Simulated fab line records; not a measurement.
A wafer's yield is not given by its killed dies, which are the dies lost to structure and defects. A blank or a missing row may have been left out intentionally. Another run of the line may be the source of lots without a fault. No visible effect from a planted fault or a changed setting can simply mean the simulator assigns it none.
fab line records | flow berkeleyCmos170
[record] lots = 5 | wafers = 15 | lastDay = 11
route steps=331 shown PWELL@43 WELLDRIVE@55 ACTIVE@60
lots that met no fault: taken from a fault-free run of the same line
startH: hours from the record's opening day to when the first of the lot's shown wafers began | waitH: hours elapsed since this lot's preceding step | " as in the row above | L1.1+2: several wafers, shown together as one row | - no value present, or no start provided | * or withheld: withheld | < > ~ a bound
route shown NAME@n: a module of which the file shows steps, and the number in the route of the first | usual: mean/standard deviation taken from wafers without a fault | same: alike in all rows | chamber/n: place in a boat | sites: the reading at each site | _std_site: how widely they spread, as a standard deviation | _edge_site: inner sites' mean taken away from outer sites' mean | radiusMm: for every site, how far away it sits from the centre of the wafer | mask NAME#n: copy n | behind: the most recent tool/chamber to have shaped the wafer | hold: why the lot went on hold/how many hours it stayed there/how the hold came to an end | device: transistor that didn't switch, given as n, p or np | end of line: tests run on the same wafers once the route is complete | for a step that has no rows: nothing shown but its recipe | killed: not the wafer's yield, but the dies lost to structure and defects at the first sort | map: the dies of a wafer, with x for killed, . for not killed, _ for no die there
set.NAME: setting as actually run; set.NAME@STEP: the setting as run at that earlier step | model.NAME: the simulator's own value behind a step, which no gauge read
lots at selected steps of the route; one table per step, one row per wafer
services: when a tool's chamber went out of use (startH, in hours from the record's first day, below 0 if earlier), for how many hours, and the reason
[[steps]]
[step UCB170_PWELL_SOFTBAKE_09]
[recipe] resist = KrF | tempC = 130 | timeS = 60
lot.wafer  | tool          | chamber | startH | waitH
L074.1+3+6 | lithoTrack-04 | 0       | 45.26  | 0.1
L078.1+3+4 | lithoTrack-03 | 0       | 61.53  | 0.1
L085.2+4+5 | lithoTrack-01 | 0       | 97.15  | 0.1
L090.3+4+6 | lithoTrack-03 | 0       | 129.84 | 0.1
L094.3+4+6 | lithoTrack-01 | 0       | 149.56 | 0.1
[step UCB170_PWELL_EXPOSE_10]
[recipe] maskId = PWELL | targetCdNm = 3000 | na = 0.5 | sigmaOuter = 0.6 | sourceShape = conventional | doseMj = 19
lot.wafer  | tool          | chamber | startH | waitH | mask
L074.1+3+6 | krfScanner-02 | 0       | 45.53  | 0.2   | PWELL#0
L078.1+3+4 | krfScanner-02 | 0       | 61.72  | 0.2   | PWELL#0
L085.2+4+5 | krfScanner-02 | 0       | 97.56  | 0.4   | PWELL#0
L090.3+4+6 | krfScanner-02 | 0       | 130.10 | 0.2   | PWELL#0
L094.3+4+6 | krfScanner-01 | 0       | 149.69 | 0.1   | PWELL#0
[step UCB170_PWELL_PEB_11]
[recipe] pebTempC = 130 | pebTimeS = withheld | resist = KrF
lot.wafer  | tool          | chamber | startH | waitH
L074.1+3+6 | lithoTrack-01 | 0       | 45.74  | 0.2
L078.1+3+4 | lithoTrack-04 | 0       | 62.31  | 0.6
L085.2+4+5 | lithoTrack-04 | 0       | 97.92  | 0.3
L090.3+4+6 | lithoTrack-03 | 0       | 130.23 | 0.1
L094.3+4+6 | lithoTrack-01 | 0       | 149.82 | 0.1
[step UCB170_PWELL_DEVELOP_12]
[recipe] developer = TMAH | developTimeS = 45 | resist = KrF | devTempC = 21
[same] developTimeS = 45
lot.wafer  | tool          | chamber | startH | waitH
L074.1+3+6 | lithoTrack-01 | 0       | -      | -
L078.1+3+4 | lithoTrack-04 | 0       | -      | -
L085.2+4+5 | lithoTrack-04 | 0       | -      | -
L090.3+4+6 | lithoTrack-03 | 0       | -      | -
L094.3+4+6 | lithoTrack-01 | 0       | -      | -
[step UCB170_PWELL_OVL_MEAS_13]
[usual] PWELL_OVL = -3/4.6
lot.wafer | tool       | chamber | startH | waitH | PWELL_OVL[nm]
L074.1    | overlay-01 | -       | 46.01  | -     | 4
L074.3    | "          | -       | "      | "     | -2
L074.6    | "          | -       | "      | "     | -2
L078.1    | overlay-02 | -       | 62.58  | -     | 2
L078.3    | "          | -       | "      | "     | 2
L078.4    | "          | -       | "      | "     | 2
L085.2    | overlay-01 | -       | 98.18  | -     | -9
L085.4    | "          | -       | "      | "     | -12
L085.5    | "          | -       | "      | "     | -7
L090.3    | overlay-01 | -       | 130.47 | -     | -10
L090.4    | "          | -       | "      | "     | -8
L090.6    | "          | -       | "      | "     | -7
L094.3    | overlay-02 | -       | 150.06 | -     | -6
L094.4    | "          | -       | "      | "     | -9
L094.6    | "          | -       | "      | "     | -6
[step UCB170_PWELL_ETCH_14]
[recipe] chemistry = CH3F/Ar/O2 | target = Si3N4 | stopOn = SiO2 | CH3F_flow_sccm = 20 | Ar_flow_sccm = 50 | O2_flow_sccm = 7 | pressureMtorr = 50 | rfW = 436 | targetDepthA = 2420 | overEtchFrac = 0.1 | timeS = 151
[usual] drypumpMotorCurrentA = 5.6/0.38 | oesProductAu = 0.935/0.013 | throttleValvePct = 8.08/0.15
lot.wafer | tool       | chamber | startH | waitH | drypumpMotorCurrentA | oesProductAu | rfHoursCounterH | throttleValvePct
L074.1    | rieDiel-03 | 2       | 46.05  | 0.0   | 5.7                  | 0.945        | 81              | 8.21
L074.3    | "          | 0       | "      | "     | 6.0                  | 0.958        | 143             | 7.96
L074.6    | "          | 0       | "      | "     | 6.0                  | 0.948        | -               | 7.94
L078.1    | rieDiel-01 | 2       | 62.62  | 0.0   | 5.1                  | 0.928        | 54              | 8.22
L078.3    | "          | 0       | "      | "     | 5.2                  | 0.928        | 149             | 8.17
L078.4    | "          | 3       | "      | "     | 6.0                  | 0.947        | 132             | 8.16
L085.2    | rieDiel-03 | 1       | 98.21  | 0.0   | 5.9                  | 0.920        | 2               | 7.90
L085.4    | "          | 3       | "      | "     | 5.5                  | 0.937        | 160             | 7.87
L085.5    | "          | 3       | "      | "     | 5.5                  | 0.924        | -               | 7.86
L090.3    | rieDiel-01 | 1       | 130.49 | 0.0   | 4.8                  | 0.912        | 103             | 8.27
L090.4    | "          | 2       | "      | "     | 5.1                  | 0.960        | 58              | 8.22
L090.6    | "          | 3       | "      | "     | 6.0                  | 0.948        | -               | 8.17
L094.3    | rieDiel-03 | 0       | 150.08 | 0.0   | 6.0                  | 0.954        | 149             | 7.94
L094.4    | "          | 1       | "      | "     | 5.9                  | 0.909        | 5               | 7.90
L094.6    | "          | 0       | "      | "     | 6.1                  | 0.948        | -               | 7.96
[step UCB170_PWELL_IMPLANT_15]
[recipe] species = B | doseCm2 = 5e+12 | energyKev = 60 | tiltDeg = 7
lot.wafer  | tool         | chamber | startH | waitH
L074.1+3+6 | implanter-01 | 0       | 46.15  | 0.1
L078.1+3+4 | implanter-04 | 0       | 62.72  | 0.1
L085.2+4+5 | implanter-04 | 0       | 98.33  | 0.1
L090.3+4+6 | implanter-04 | 0       | 130.64 | 0.1
L094.3+4+6 | implanter-04 | 0       | 150.23 | 0.1
[step UCB170_PWELL_STRIP_16]
[recipe] chemistry = O2 | powerW = 400 | pressureMtorr = 3500 | platenTempC = withheld | o2FlowSccm = 400 | overashFraction = 0.5
[usual] drypumpMotorCurrentA = 5.6/0.4 | o2FlowSccm = 400.2/1.1 | oesProductAu = 0.721/0.0047 | stripTimeToEndpointS = 18.16/0.092
lot.wafer | tool           | chamber | startH | waitH | drypumpMotorCurrentA | o2FlowSccm | oesProductAu | rfHoursCounterH | stripTimeToEndpointS
L074.1    | plasmaAsher-03 | 1       | 46.30  | 0.1   | 5.5                  | 399.7      | 0.719        | 33              | 18.02
L074.3    | "              | 0       | "      | "     | 6.0                  | 401.0      | 0.725        | -               | 18.19
L074.6    | "              | 1       | "      | "     | 5.5                  | 399.8      | 0.728        | -               | 18.07
L078.1    | plasmaAsher-03 | 1       | 62.87  | 0.1   | 5.5                  | 398.2      | 0.723        | 35              | 18.23
L078.3    | "              | 0       | "      | "     | 6.0                  | 400.6      | 0.726        | -               | 18.21
L078.4    | "              | 1       | "      | "     | 5.5                  | 399.9      | 0.728        | -               | 18.16
L085.2    | plasmaAsher-04 | 0       | 98.46  | 0.1   | 6.3                  | 401.7      | 0.716        | 40              | 18.07
L085.4    | "              | 1       | "      | "     | 5.3                  | 399.5      | 0.724        | -               | 18.17
L085.5    | "              | 0       | "      | "     | 6.3                  | 400.0      | 0.720        | -               | 18.19
L090.3    | plasmaAsher-04 | 1       | 130.78 | 0.1   | 5.3                  | 397.3      | 0.725        | -               | 18.07
L090.4    | "              | 0       | "      | "     | 6.3                  | 401.2      | 0.719        | -               | 18.13
L090.6    | "              | 0       | "      | "     | 6.2                  | 400.4      | 0.727        | -               | 18.09
L094.3    | plasmaAsher-04 | 1       | 150.37 | 0.1   | 5.3                  | 399.8      | 0.715        | -               | 18.13
L094.4    | "              | 0       | "      | "     | 6.3                  | 400.4      | 0.717        | -               | 17.99
L094.6    | "              | 1       | "      | "     | 5.3                  | 401.0      | 0.722        | -               | 18.10
[step UCB170_PWELL_TW_MEAS_17]
[usual] PWELL_TW = 383/5.1
lot.wafer | tool         | chamber | startH | waitH | PWELL_TW
L074.1    | filmMetro-04 | -       | 46.43  | 0.1   | 382
L074.3    | "            | -       | "      | "     | 380
L074.6    | "            | -       | "      | "     | 380
L078.1    | filmMetro-04 | -       | 62.97  | 0.1   | 383
L078.3    | "            | -       | "      | "     | 380
L078.4    | "            | -       | "      | "     | 380
L085.2    | filmMetro-02 | -       | 98.57  | 0.1   | 390
L085.4    | "            | -       | "      | "     | 392
L085.5    | "            | -       | "      | "     | 390
L090.3    | filmMetro-04 | -       | 130.91 | 0.1   | 381
L090.4    | "            | -       | "      | "     | 381
L090.6    | "            | -       | "      | "     | 381
L094.3    | filmMetro-04 | -       | 150.45 | 0.1   | 379
L094.4    | "            | -       | "      | "     | 379
L094.6    | "            | -       | "      | "     | 382
[step UCB170_PWELL_CLEAN_18]
[recipe] chemistry = SPM | tempC = 120 | timeS = 600
lot.wafer  | tool        | chamber | startH | waitH
L074.1+3+6 | wetBench-02 | 3       | 46.87  | 0.4
L078.1+3+4 | wetBench-04 | 2       | 63.03  | 0.1
L085.2+4+5 | wetBench-02 | 0       | 99.16  | 0.6
L090.3+4+6 | wetBench-03 | 1       | 130.95 | 0.0
L094.3+4+6 | wetBench-03 | 2       | 150.49 | 0.0
[step UCB170_PWELL_WET_ETCH_19]
[recipe] chemistry = H3PO4 | target = Si3N4 | tempC = 160 | timeS = 14400
lot.wafer  | tool        | chamber | startH | waitH
L074.1+3+6 | wetBench-03 | 0       | 47.39  | 0.3
L078.1+3+4 | wetBench-04 | 3       | 63.20  | 0.0
L085.2+4+5 | wetBench-02 | 2       | 99.51  | 0.2
L090.3+4+6 | wetBench-02 | 2       | 131.30 | 0.0
L094.3+4+6 | wetBench-02 | 2       | 150.69 | 0.0
[step UCB170_PWELL_WET_ETCH_20]
[recipe] chemistry = BOE | dilution = 5:1 | target = SiO2 | tempC = 25 | timeS = 22
lot.wafer  | tool        | chamber | startH | waitH
L074.1+3+6 | wetBench-03 | 1       | 51.40  | 0.0
L078.1+3+4 | wetBench-04 | 3       | 67.23  | 0.0
L085.2+4+5 | wetBench-04 | 2       | 103.52 | 0.0
L090.3+4+6 | wetBench-03 | 3       | 135.31 | 0.0
L094.3+4+6 | wetBench-02 | 3       | 155.16 | 0.1
[step UCB170_WELLDRIVE_CLEAN_00]
[recipe] chemistry = SPM | tempC = 120 | timeS = 600
lot.wafer  | tool        | chamber | startH | waitH
L074.1+3+6 | wetBench-03 | 3       | 51.41  | 0.0
L078.1+3+4 | wetBench-03 | 3       | 67.27  | 0.0
L085.2+4+5 | wetBench-02 | 3       | 103.53 | 0.0
L090.3+4+6 | wetBench-02 | 2       | 135.32 | 0.0
L094.3+4+6 | wetBench-02 | 3       | 155.35 | 0.2
[step UCB170_WELLDRIVE_OXIDATION_01]
[recipe] tempC = 1100 | ambient = O2 | targetThkA = 1990 | oxTimeS = 9000
[usual] spikeTcLoadC = 1126.8/3 | tube_center_temp_C_max = 1102.8/0.47
lot.wafer | tool       | chamber | startH | waitH | spikeTcLoadC | tube_center_temp_C_max
L074.1    | furnace-04 | 0       | 56.38  | 4.8   | 1132.5       | 1103.1
L074.3    | "          | 0       | "      | "     | 1131.5       | 1103.2
L074.6    | "          | 0       | "      | "     | 1130.8       | 1102.3
L078.1    | furnace-03 | 0       | 68.21  | 0.8   | 1125.4       | 1102.4
L078.3    | "          | 0       | "      | "     | 1122.8       | 1103.9
L078.4    | "          | 0       | "      | "     | 1123.6       | 1102.8
L085.2    | furnace-01 | 0       | 105.53 | 1.8   | 1128.1       | 1102.2
L085.4    | "          | 0       | "      | "     | 1127.3       | 1103.4
L085.5    | "          | 0       | "      | "     | 1128.5       | 1102.6
L090.3    | furnace-01 | 0       | 138.07 | 2.6   | 1126.3       | 1103.2
L090.4    | "          | 0       | "      | "     | 1127.0       | 1102.9
L090.6    | "          | 0       | "      | "     | 1129.4       | 1103.1
L094.3    | furnace-01 | 0       | 158.67 | 3.1   | 1128.7       | 1103.5
L094.4    | "          | 0       | "      | "     | 1129.2       | 1103.3
L094.6    | "          | 0       | "      | "     | 1127.3       | 1102.9
[step UCB170_WELLDRIVE_THK_MEAS_02]
[recipe] reads = SiO2_of_WELLDRIVE_OXIDATION_01
[usual] WELLDRIVE_OXIDE_THK = 199/3.8
lot.wafer | tool         | chamber | startH | waitH | WELLDRIVE_OXIDE_THK[nm]
L074.1    | filmMetro-04 | -       | 59.88  | 0.0   | 197
L074.3    | "            | -       | "      | "     | 200
L074.6    | "            | -       | "      | "     | 197
L078.1    | filmMetro-04 | -       | 71.74  | 0.0   | 199
L078.3    | "            | -       | "      | "     | 198
L078.4    | "            | -       | "      | "     | 199
L085.2    | filmMetro-02 | -       | 109.04 | 0.0   | 204
L085.4    | "            | -       | "      | "     | 205
L085.5    | "            | -       | "      | "     | 206
L090.3    | filmMetro-04 | -       | 141.59 | 0.0   | 199
L090.4    | "            | -       | "      | "     | 197
L090.6    | "            | -       | "      | "     | 196
L094.3    | filmMetro-01 | -       | 162.19 | 0.0   | 197
L094.4    | "            | -       | "      | "     | 194
L094.6    | "            | -       | "      | "     | 197
[step UCB170_WELLDRIVE_ANNEAL_03]
[recipe] tempC = 1100 | timeS = 900 | ambient = N2
[usual] spikeTcLoadC = 1127.2/2.6 | tube_center_temp_C_max = 1102.8/0.45
lot.wafer | tool       | chamber | startH | waitH | spikeTcLoadC | tube_center_temp_C_max
L074.1    | furnace-03 | 0       | 61.38  | 1.5   | 1125.7       | 1103.7
L074.3    | "          | 0       | "      | "     | 1124.9       | 1103.4
L074.6    | "          | 0       | "      | "     | 1126.2       | 1102.8
L078.1    | furnace-04 | 0       | 73.29  | 1.5   | 1129.5       | 1103.7
L078.3    | "          | 0       | "      | "     | 1130.5       | 1102.8
L078.4    | "          | 0       | "      | "     | 1131.0       | 1102.7
L085.2    | furnace-03 | 0       | 111.25 | 2.2   | 1125.3       | 1103.6
L085.4    | "          | 0       | "      | "     | 1125.1       | 1103.6
L085.5    | "          | 0       | "      | "     | 1124.5       | 1103.7
L090.3    | furnace-04 | 0       | 144.77 | 3.2   | 1132.5       | 1103.1
L090.4    | "          | 0       | "      | "     | 1130.7       | 1102.8
L090.6    | "          | 0       | "      | "     | 1130.2       | 1102.7
L094.3    | furnace-01 | 0       | 165.18 | 3.0   | 1126.8       | 1102.3
L094.4    | "          | 0       | "      | "     | 1129.0       | 1103.0
L094.6    | "          | 0       | "      | "     | 1127.4       | 1103.9
[step UCB170_WELLDRIVE_WET_ETCH_04]
[recipe] chemistry = BOE | dilution = 5:1 | target = SiO2 | tempC = 25 | timeS = 120
lot.wafer  | tool        | chamber | startH | waitH
L074.1+3+6 | wetBench-04 | 2       | 62.63  | 0.0
L078.1+3+4 | wetBench-02 | 0       | 74.54  | 0.0
L085.2+4+5 | wetBench-02 | 2       | 114.51 | 2.0
L090.3+4+6 | wetBench-03 | 0       | 146.37 | 0.4
L094.3+4+6 | wetBench-03 | 0       | 166.43 | 0.0
[step UCB170_ACTIVE_CLEAN_00]
[recipe] chemistry = SPM | tempC = 120 | timeS = 600
lot.wafer  | tool        | chamber | startH | waitH
L074.1+3+6 | wetBench-02 | 0       | 62.67  | 0.0
L078.1+3+4 | wetBench-04 | 2       | 74.59  | 0.0
L085.2+4+5 | wetBench-02 | 3       | 115.50 | 1.0
L090.3+4+6 | wetBench-03 | 2       | 146.46 | 0.0
L094.3+4+6 | wetBench-03 | 3       | 166.48 | 0.0
[step UCB170_ACTIVE_CLEAN_01]
[recipe] chemistry = dHF | dilution = 25:1 | timeS = 60
lot.wafer  | tool        | chamber | startH | waitH
L074.1+3+6 | wetBench-02 | 0       | 62.86  | 0.0
L078.1+3+4 | wetBench-03 | 3       | 74.94  | 0.0
L085.2+4+5 | wetBench-04 | 3       | 116.34 | 0.7
L090.3+4+6 | wetBench-03 | 3       | 146.84 | 0.2
L094.3+4+6 | wetBench-03 | 3       | 166.67 | 0.0
[step UCB170_ACTIVE_OXIDATION_02]
[recipe] tempC = 1000 | ambient = O2 | targetThkA = 264 | oxTimeS = 1260
[usual] spikeTcLoadC = 1027.3/2.6 | tube_center_temp_C_max = 1002.5/0.36
lot.wafer | tool       | chamber | startH | waitH | spikeTcLoadC | tube_center_temp_C_max
L074.1    | furnace-02 | 0       | 64.38  | 1.5   | 1025.3       | 1002.4
L074.3    | "          | 0       | "      | "     | 1026.6       | 1001.8
L074.6    | "          | 0       | "      | "     | 1027.7       | 1002.8
L078.1    | furnace-04 | 0       | 78.63  | 3.7   | 1027.9       | 1002.7
L078.3    | "          | 0       | "      | "     | 1031.0       | 1002.8
L078.4    | "          | 0       | "      | "     | 1028.1       | 1003.3
L085.2    | furnace-02 | 0       | 117.68 | 1.3   | 1025.9       | 1001.9
L085.4    | "          | 0       | "      | "     | 1025.8       | 1002.2
L085.5    | "          | 0       | "      | "     | 1025.5       | 1002.7
L090.3    | furnace-04 | 0       | 150.37 | 3.5   | 1029.6       | 1002.5
L090.4    | "          | 0       | "      | "     | 1030.0       | 1002.4
L090.6    | "          | 0       | "      | "     | 1030.0       | 1002.7
L094.3    | furnace-04 | 0       | 173.20 | 6.5   | 1030.2       | 1002.2
L094.4    | "          | 0       | "      | "     | 1028.1       | 1002.4
L094.6    | "          | 0       | "      | "     | 1028.7       | 1003.2
[step UCB170_ACTIVE_THK_MEAS_03]
[recipe] reads = SiO2_of_ACTIVE_OXIDATION_02
[usual] ACTIVE_OXIDE_THK = 26.4/0.5
lot.wafer | tool         | chamber | startH | waitH | ACTIVE_OXIDE_THK[nm]
L074.1    | filmMetro-01 | -       | 65.73  | 0.0   | 27.3
L074.3    | "            | -       | "      | "     | 26.6
L074.6    | "            | -       | "      | "     | 26.9
L078.1    | filmMetro-01 | -       | 79.98  | 0.0   | 25.7
L078.3    | "            | -       | "      | "     | 25.8
L078.4    | "            | -       | "      | "     | 26.1
L085.2    | filmMetro-02 | -       | 119.04 | 0.0   | 26.5
L085.4    | "            | -       | "      | "     | 26.3
L085.5    | "            | -       | "      | "     | 26.0
L090.3    | filmMetro-01 | -       | 151.74 | 0.0   | 27.0
L090.4    | "            | -       | "      | "     | 25.9
L090.6    | "            | -       | "      | "     | 26.5
L094.3    | filmMetro-01 | -       | 174.57 | 0.0   | 26.3
L094.4    | "            | -       | "      | "     | 26.0
L094.6    | "            | -       | "      | "     | 26.0
[step UCB170_ACTIVE_ANNEAL_04]
[recipe] tempC = 1000 | timeS = 900 | ambient = N2
[usual] spikeTcLoadC = 1026.1/2.8 | tube_center_temp_C_max = 1002.6/0.42
lot.wafer | tool       | chamber | startH | waitH | spikeTcLoadC | tube_center_temp_C_max
L074.1    | furnace-04 | 0       | 67.96  | 2.2   | 1028.1       | 1002.1
L074.3    | "          | 0       | "      | "     | 1029.3       | 1002.3
L074.6    | "          | 0       | "      | "     | 1030.2       | 1002.1
L078.1    | furnace-03 | 0       | 82.40  | 2.4   | 1022.8       | 1002.4
L078.3    | "          | 0       | "      | "     | 1024.3       | 1002.3
L078.4    | "          | 0       | "      | "     | 1023.8       | 1002.7
L085.2    | furnace-03 | 0       | 124.35 | 5.3   | 1022.2       | 1002.5
L085.4    | "          | 0       | "      | "     | 1022.4       | 1003.0
L085.5    | "          | 0       | "      | "     | 1022.9       | 1002.9
L090.3    | furnace-04 | 0       | 156.22 | 4.5   | 1028.9       | 1002.2
L090.4    | "          | 0       | "      | "     | 1028.1       | 1002.7
L090.6    | "          | 0       | "      | "     | 1029.6       | 1002.3
L094.3    | furnace-02 | 0       | 179.47 | 4.9   | 1027.2       | 1002.8
L094.4    | "          | 0       | "      | "     | 1026.4       | 1003.0
L094.6    | "          | 0       | "      | "     | 1026.0       | 1002.2
[step UCB170_ACTIVE_CVD_05]
[recipe] material = Si3N4 | targetThkNm = 220 | tempC = 800 | precursor = SiH2Cl2/NH3 | timeS = 3300 | pressureMtorr = 200 | sih2cl2FlowSccm = 25 | nh3FlowSccm = 75
[usual] nh3FlowSccm = 75.00/0.23 | spikeTcLoadC = 823.0/1.5
lot.wafer | tool     | chamber | startH | waitH | nh3FlowSccm | spikeTcLoadC
L074.1    | lpcvd-02 | 0       | 69.21  | 0.0   | 75.09       | 822.8
L074.3    | "        | 0       | "      | "     | 75.27       | 823.6
L074.6    | "        | 0       | "      | "     | 75.11       | 821.4
L078.1    | lpcvd-01 | 1       | 83.65  | 0.0   | 74.85       | 824.1
L078.3    | "        | 1       | "      | "     | 75.21       | 825.9
L078.4    | "        | 1       | "      | "     | 75.18       | 824.3
L085.2    | lpcvd-01 | 0       | 125.60 | 0.0   | 75.00       | 822.4
L085.4    | "        | 0       | "      | "     | 75.19       | 821.8
L085.5    | "        | 0       | "      | "     | 75.45       | 823.6
L090.3    | lpcvd-01 | 1       | 157.47 | 0.0   | 74.93       | 824.5
L090.4    | "        | 1       | "      | "     | 74.94       | 825.0
L090.6    | "        | 1       | "      | "     | 74.79       | 825.9
L094.3    | lpcvd-02 | 0       | 182.07 | 1.4   | 75.09       | 822.2
L094.4    | "        | 0       | "      | "     | 74.99       | 822.9
L094.6    | "        | 0       | "      | "     | 74.93       | 822.7
[step UCB170_ACTIVE_THK_MEAS_06]
[recipe] reads = Si3N4_of_ACTIVE_CVD_05
[usual] ACTIVE_NITRIDE_THK = 219.7/2.8
lot.wafer | tool         | chamber | startH | waitH | ACTIVE_NITRIDE_THK[nm]
L074.1    | filmMetro-02 | -       | 71.18  | 0.1   | 225.2
L074.3    | "            | -       | "      | "     | 224.4
L074.6    | "            | -       | "      | "     | 223.8
L078.1    | filmMetro-02 | -       | 85.56  | 0.0   | 218.4
L078.3    | "            | -       | "      | "     | 218.6
L078.4    | "            | -       | "      | "     | 217.8
L085.2    | filmMetro-01 | -       | 127.52 | 0.0   | 216.5
L085.4    | "            | -       | "      | "     | 217.4
L085.5    | "            | -       | "      | "     | 218.9
L090.3    | filmMetro-03 | -       | 159.40 | 0.0   | 219.1
L090.4    | "            | -       | "      | "     | 218.2
L090.6    | "            | -       | "      | "     | 217.9
L094.3    | filmMetro-02 | -       | 184.01 | 0.0   | 217.9
L094.4    | "            | -       | "      | "     | 218.1
L094.6    | "            | -       | "      | "     | 215.4
[step UCB170_ACTIVE_HMDS_07]
[recipe] primeTimeS = 60 | primeTempC = 100
lot.wafer  | tool          | chamber | startH | waitH
L074.1+3+6 | lithoTrack-04 | 0       | 71.89  | 0.7
L078.1+3+4 | lithoTrack-03 | 0       | 85.62  | 0.1
L085.2+4+5 | lithoTrack-04 | 0       | 127.60 | 0.1
L090.3+4+6 | lithoTrack-02 | 0       | 159.49 | 0.1
L094.3+4+6 | lithoTrack-04 | 0       | 184.32 | 0.3
[step UCB170_ACTIVE_COAT_08]
[recipe] resist = KrF | spinRpm = 1500 | resistThkNm = 900
lot.wafer  | tool          | chamber | startH | waitH
L074.1+3+6 | lithoTrack-04 | 0       | 72.04  | 0.1
L078.1+3+4 | lithoTrack-03 | 0       | 85.77  | 0.1
L085.2+4+5 | lithoTrack-04 | 0       | 127.75 | 0.1
L090.3+4+6 | lithoTrack-02 | 0       | 159.64 | 0.1
L094.3+4+6 | lithoTrack-04 | 0       | 184.47 | 0.1
[step UCB170_ACTIVE_SOFTBAKE_09]
[recipe] resist = KrF | tempC = 130 | timeS = 60
lot.wafer  | tool          | chamber | startH | waitH
L074.1+3+6 | lithoTrack-04 | 0       | 72.19  | 0.1
L078.1+3+4 | lithoTrack-03 | 0       | 85.92  | 0.1
L085.2+4+5 | lithoTrack-04 | 0       | 127.90 | 0.1
L090.3+4+6 | lithoTrack-02 | 0       | 159.79 | 0.1
L094.3+4+6 | lithoTrack-04 | 0       | 184.62 | 0.1
[step UCB170_ACTIVE_EXPOSE_10]
[recipe] maskId = ACTIVE | targetCdNm = 1200 | na = 0.5 | sigmaOuter = 0.6 | sourceShape = conventional | doseMj = 20
lot.wafer  | tool          | chamber | startH | waitH | mask
L074.1+3+6 | krfScanner-01 | 0       | 72.47  | 0.2   | ACTIVE#0
L078.1+3+4 | krfScanner-01 | 0       | 86.26  | 0.3   | ACTIVE#0
L085.2+4+5 | krfScanner-01 | 0       | 128.40 | 0.5   | ACTIVE#0
L090.3+4+6 | krfScanner-02 | 0       | 159.93 | 0.1   | ACTIVE#0
L094.3+4+6 | krfScanner-01 | 0       | 184.76 | 0.1   | ACTIVE#0
[step UCB170_ACTIVE_PEB_11]
[recipe] pebTempC = 130 | pebTimeS = withheld | resist = KrF
lot.wafer  | tool          | chamber | startH | waitH
L074.1+3+6 | lithoTrack-03 | 0       | 73.06  | 0.6
L078.1+3+4 | lithoTrack-04 | 0       | 86.48  | 0.2
L085.2+4+5 | lithoTrack-02 | 0       | 128.52 | 0.1
L090.3+4+6 | lithoTrack-02 | 0       | 160.06 | 0.1
L094.3+4+6 | lithoTrack-02 | 0       | 184.89 | 0.1
[step UCB170_ACTIVE_DEVELOP_12]
[recipe] developer = TMAH | developTimeS = 45 | resist = KrF | devTempC = 21
[same] developTimeS = 45
lot.wafer  | tool          | chamber | startH | waitH
L074.1+3+6 | lithoTrack-03 | 0       | -      | -
L078.1+3+4 | lithoTrack-04 | 0       | -      | -
L085.2+4+5 | lithoTrack-02 | 0       | -      | -
L090.3+4+6 | lithoTrack-02 | 0       | -      | -
L094.3+4+6 | lithoTrack-02 | 0       | -      | -
[step UCB170_ACTIVE_CD_MEAS_13]
[recipe] targetCdNm = 1200
[usual] cdNm = 1200.2/1.3
lot.wafer | tool     | chamber | startH | waitH | cdNm
L074.1    | cdSem-02 | -       | 73.33  | -     | 1200.7
L074.3    | "        | -       | "      | "     | 1200.2
L074.6    | "        | -       | "      | "     | 1197.6
L078.1    | cdSem-01 | -       | 86.76  | -     | 1202.4
L078.3    | "        | -       | "      | "     | 1202.7
L078.4    | "        | -       | "      | "     | 1201.8
L085.2    | cdSem-02 | -       | 128.79 | -     | 1201.6
L085.4    | "        | -       | "      | "     | 1198.3
L085.5    | "        | -       | "      | "     | 1200.5
L090.3    | cdSem-02 | -       | 160.32 | -     | 1202.2
L090.4    | "        | -       | "      | "     | 1201.1
L090.6    | "        | -       | "      | "     | 1201.6
L094.3    | cdSem-01 | -       | 185.15 | -     | 1198.6
L094.4    | "        | -       | "      | "     | 1199.4
L094.6    | "        | -       | "      | "     | 1198.4
[step UCB170_ACTIVE_OVL_MEAS_14]
[usual] ACTIVE_OVL = 0/6.6
lot.wafer | tool       | chamber | startH | waitH | ACTIVE_OVL[nm]
L074.1    | overlay-01 | -       | 73.45  | 0.1   | -7
L074.3    | "          | -       | "      | "     | -8
L074.6    | "          | -       | "      | "     | -1
L078.1    | overlay-02 | -       | 86.88  | 0.1   | 2
L078.3    | "          | -       | "      | "     | 2
L078.4    | "          | -       | "      | "     | 6
L085.2    | overlay-01 | -       | 128.90 | 0.1   | -1
L085.4    | "          | -       | "      | "     | -3
L085.5    | "          | -       | "      | "     | -5
L090.3    | overlay-01 | -       | 160.42 | 0.1   | -9
L090.4    | "          | -       | "      | "     | -5
L090.6    | "          | -       | "      | "     | -2
L094.3    | overlay-01 | -       | 185.25 | 0.1   | 11
L094.4    | "          | -       | "      | "     | 8
L094.6    | "          | -       | "      | "     | 8
[[services]]
tool           | chamber | startH | hours | kind
plasmaAsher-04 | -       | 23.09  | 2.8   | pm
krfScanner-01  | -       | 28.62  | 1.3   | pm
rieDiel-03     | 3       | 35.35  | 2.1   | repair
krfScanner-02  | -       | 36.37  | 4.0   | pm
wetBench-03    | -       | 40.79  | 0.5   | repair
krfScanner-01  | -       | 57.13  | 0.2   | repair
krfScanner-01  | -       | 62.37  | 1.0   | pm
krfScanner-02  | -       | 63.42  | 1.3   | pm
implanter-04   | -       | 67.96  | 1.2   | repair
krfScanner-02  | -       | 78.92  | 8.5   | repair
krfScanner-01  | -       | 87.38  | 0.8   | pm
furnace-01     | -       | 99.41  | 3.1   | pm
plasmaAsher-04 | -       | 108.75 | 9.0   | pm
furnace-04     | -       | 113.14 | 2.7   | pm
furnace-01     | -       | 120.56 | 3.6   | pm
furnace-01     | -       | 124.19 | 4.0   | pm
krfScanner-02  | -       | 138.36 | 1.0   | pm
rieDiel-03     | 2       | 140.15 | 7.9   | repair
krfScanner-01  | -       | 159.99 | 4.0   | pm
krfScanner-02  | -       | 167.63 | 0.8   | pm
furnace-03     | -       | 168.30 | 3.9   | pm
furnace-04     | -       | 174.55 | 30.0  | pm
krfScanner-02  | -       | 176.70 | 0.6   | repair
krfScanner-02  | -       | 178.46 | 2.4   | repair
[[key]]
fault none
